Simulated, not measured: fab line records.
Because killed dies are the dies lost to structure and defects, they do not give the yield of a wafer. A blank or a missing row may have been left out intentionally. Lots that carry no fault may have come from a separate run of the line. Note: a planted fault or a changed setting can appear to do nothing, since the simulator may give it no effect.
A lot that was struck, set against a sound lot -- flow rit cmos -- 45 out of 202 route steps
Sound: these wafers, L931.1, L931.3, L931.6. Wafers L933.2, L933.3, L933.5 were the ones struck. The cause is named last.
Each step with rows lists, per side, the tool, then ch with its chambers, then its first start. Under that, the readings that differ: sound wafers -- struck wafers -- difference of the means -- sigmas: that difference in standard deviations of wafers without a fault.
alike: words and numbers the same on both sides, and readings whose means are apart by under 2 such deviations; not compared: readings that were withheld, readings missing a value for some wafer, numbers with overlapping values and no deviation given by the record, and bounds like >300 which may hide the same value.
A row with sigmas, a row that says differs or no value, or rows on one side alone: a step with any of these is where the two part. Numbers that don't overlap but have no deviation are shown without sigmas and don't part them. Lack of a reading on every wafer of one side parts them only where that side has two or more wafers.

first, 1 step without rows for these wafers: RIT_ACTIVE_DEVELOP_10 (develop time 50 s).
RIT_ACTIVE_CD_MEAS_11 targets a cd of 1400 nm.
  sound: cd sem-01 at day 3 06:34; struck: cd sem-01 at day 3 16:41
  alike: cd nm
then, 1 step without rows for these wafers: RIT_ACTIVE_HARDBAKE_12 (time 60 s).
RIT_ACTIVE_ETCH_13: etches Si3N4 in SF6, stops on SiO2, time 210 s, target depth 210 nm.
  sound on rie diel-01 ch 1,3, day 3 06:50; struck on rie diel-04 ch 1,2, day 3 16:56
  alike: drypump motor current A, oes product au, throttle valve pct
  not compared: rf hours counter h
RIT_ACTIVE_STRIP_14: strips in O2, time 180 s.
  sound on plasma asher-01 ch 0,1, day 3 06:58; struck on plasma asher-03 ch 0,1, day 3 17:04
  alike: drypump motor current A, rf refl power W
  not compared: rf hours counter h
RIT_ACTIVE_CD_MEAS_90 targets a cd of 1400 nm.
  sound: cd sem-01 at day 3 07:08; struck: cd sem-01 at day 3 17:16
  alike: cd nm
then, 4 steps without rows for these wafers: RIT_ACTIVE_CLEAN_15 (cleans in SC1, time 600 s); RIT_ACTIVE_CLEAN_16 (cleans in dHF, time 30 s); RIT_ACTIVE_CLEAN_17 (cleans in SC2, time 600 s); RIT_FOX1_OXIDATION_00 (target thk 350.7 nm, ox time 1130 s).
RIT_FOX1_THK_MEAS_01:
  sound: film metro-03 at day 3 08:56; struck: film metro-03 at day 3 19:03
  alike: FOX1_OXIDE_THK
then, 1 step without rows for these wafers: RIT_FOX1_WET_ETCH_02 (etches SiO2 in BOE, target depth 350 nm, time 390 s).
RIT_FOX2_OXIDATION_00: target thk 350.7 nm, ox time 1130 s.
  sound on furnace-02 ch 0, day 3 10:26; struck on furnace-02 ch 0, day 3 19:34
reading,sound,struck,difference,sigmas
ox time s (s),1130 1130 1130,734.5 734.5 734.5,-395.5,
model.SiO2_of_FOX2_OXIDATION_00.thk nm (nm),343.9 347.1 348.8,261.6 263.6 268.6,-82.0,
  alike: spike tc source C
RIT_FOX2_THK_MEAS_01:
  sound: film metro-02 at day 3 11:46; struck: film metro-03 at day 3 20:53
reading,sound,struck,difference,sigmas
FOX2_OXIDE_THK (nm),344 347 349,262 263 268,-82,-17
then, 2 steps without rows for these wafers: RIT_FOX2_CLEAN_02 (cleans in dHF, time 180 s); RIT_FOX2_WET_ETCH_03 (etches Si3N4 in H3PO4, target depth 195 nm, time 2700 s).
RIT_FOX2_THK_MEAS_90:
  sound: film metro-03 at day 3 12:42; struck: film metro-01 at day 3 21:46
reading,sound,struck,difference,sigmas
FIELD_OXIDE_LEFT_1_THK (nm),316 319 321,234 236 241,-82,-17
then, 6 steps without rows for these wafers: RIT_NWELL_HMDS_00 (prime time 60 s); RIT_NWELL_COAT_01 (resist thk 1300 nm); RIT_NWELL_SOFTBAKE_02 (time 60 s); RIT_NWELL_EXPOSE_03 (exposes mask M2, target cd 43900 nm); RIT_NWELL_PEB_04; RIT_NWELL_DEVELOP_05 (develop time 68 s).
RIT_NWELL_OVL_MEAS_06:
  sound: overlay-01 at day 3 13:38; struck: overlay-02 at day 3 22:47
  alike: NWELL_OVL
then, 2 steps without rows for these wafers: RIT_NWELL_HARDBAKE_07 (time 120 s); RIT_NWELL_IMPLANT_08.
RIT_NWELL_STRIP_09: strips in O2, time 180 s.
  sound on plasma asher-03 ch 0,1, day 3 14:05; struck on plasma asher-03 ch 1, day 3 23:13
  alike: drypump motor current A, rf refl power W
  not compared: rf hours counter h
RIT_NWELL_TW_MEAS_10:
  sound: film metro-02 at day 3 14:15; struck: film metro-03 at day 3 23:23
  alike: NWELL_TW
then, 6 steps without rows for these wafers: RIT_PWELL_HMDS_00 (prime time 60 s); RIT_PWELL_COAT_01 (resist thk 1300 nm); RIT_PWELL_SOFTBAKE_02 (time 60 s); RIT_PWELL_EXPOSE_03 (exposes mask M3, target cd 43700 nm); RIT_PWELL_PEB_04; RIT_PWELL_DEVELOP_05 (develop time 68 s).
RIT_PWELL_OVL_MEAS_06:
  sound: overlay-02 at day 3 15:19; struck: overlay-02 at day 4 00:20
  alike: PWELL_OVL
then, 2 steps without rows for these wafers: RIT_PWELL_HARDBAKE_07 (time 120 s); RIT_PWELL_IMPLANT_08.
RIT_PWELL_STRIP_09: strips in O2, time 180 s.
  sound on plasma asher-02 ch 0,1, day 3 15:46; struck on plasma asher-04 ch 0,1, day 4 00:46
  alike: drypump motor current A, rf refl power W
  not compared: rf hours counter h
RIT_PWELL_TW_MEAS_10:
  sound: film metro-04 at day 3 15:56; struck: film metro-03 at day 4 00:56
reading,sound,struck,difference,sigmas
PWELL_TW,965 962 960,941 938 940,-23,-2
then, 1 step without rows for these wafers: RIT_WELLDRIVE_ANNEAL_00 (time 14700 s).
RIT_WELLDRIVE_RS_MEAS_01: measurement is done with a four-point probe.
  sound: film metro-04 at day 3 21:04; struck: film metro-03 at day 4 06:41
  alike: NWELL_RS
RIT_WELLDRIVE_RS_MEAS_02: measurement is done with a four-point probe.
  sound: film metro-04 at day 3 21:11; struck: film metro-03 at day 4 06:48
reading,sound,struck,difference,sigmas
PWELL_RS (ohm/sq),426.4 426.4 426.5,428.7 429.5 429.5,+2.8,+2
RIT_FOX2_THK_MEAS_91:
  sound: film metro-02 at day 4 01:06; struck: film metro-02 at day 4 10:34
reading,sound,struck,difference,sigmas
FIELD_OXIDE_LEFT_2_THK (nm),248 251 253,165 167 173,-82,-16
RIT_SILICIDE_WET_ETCH_00: etches SiO2 in BOE, target depth 14 nm, time 15 s.
  sound on wet bench-03 ch 0, day 4 21:22; struck on wet bench-04 ch 2, day 5 03:54
reading,sound,struck,difference,sigmas
model.SiO2_of_FOX2_OXIDATION_00.thk nm (nm),142.6 145.9 147.2,60.37 61.88 66.39,-82.35,
RIT_M1_PROBE_99:
  sound: prober-01 at day 5 04:28; struck: prober-01 at day 5 11:00
reading,sound,struck,difference,sigmas
killed_at_M0_to_M3,0 1 0,0 0 0,+0,-3
model.etest.pldd.width nm (nm),3202 3180 3185,3252 3254 3247,+62,
model.etest.nldd.width nm (nm),3200 3185 3174,3245 3238 3236,+53,
model.etest.nplus sal.width nm (nm),3455 3427 3456,3507 3516 3502,+62,
model.etest.nmos narrow.drive ua um,229.3 220.9 225.2,253.8 253.4 247.9,+26.6,
model.etest.pwell.rs ohm sq,416.6 413 414.2,398.5 394 397.7,-17.9,
model.etest.field n.vt v (V),33.92 34.33 34.54,23.38 23.52 23.95,-10.65,
model.etest.field p metal.vt v (V),-29.21 -29.28 -29.46,-40.39 -40.41 -39.61,-10.82,
  alike: killed at front end, killed dies, killed open, killed short
  not compared: model.etest.pplus sal.width nm

## WHERE THEY PART
First at RIT_FOX2_THK_MEAS_01; last, within this record, at RIT_M1_PROBE_99.

WHY: whatever the simulator had introduced
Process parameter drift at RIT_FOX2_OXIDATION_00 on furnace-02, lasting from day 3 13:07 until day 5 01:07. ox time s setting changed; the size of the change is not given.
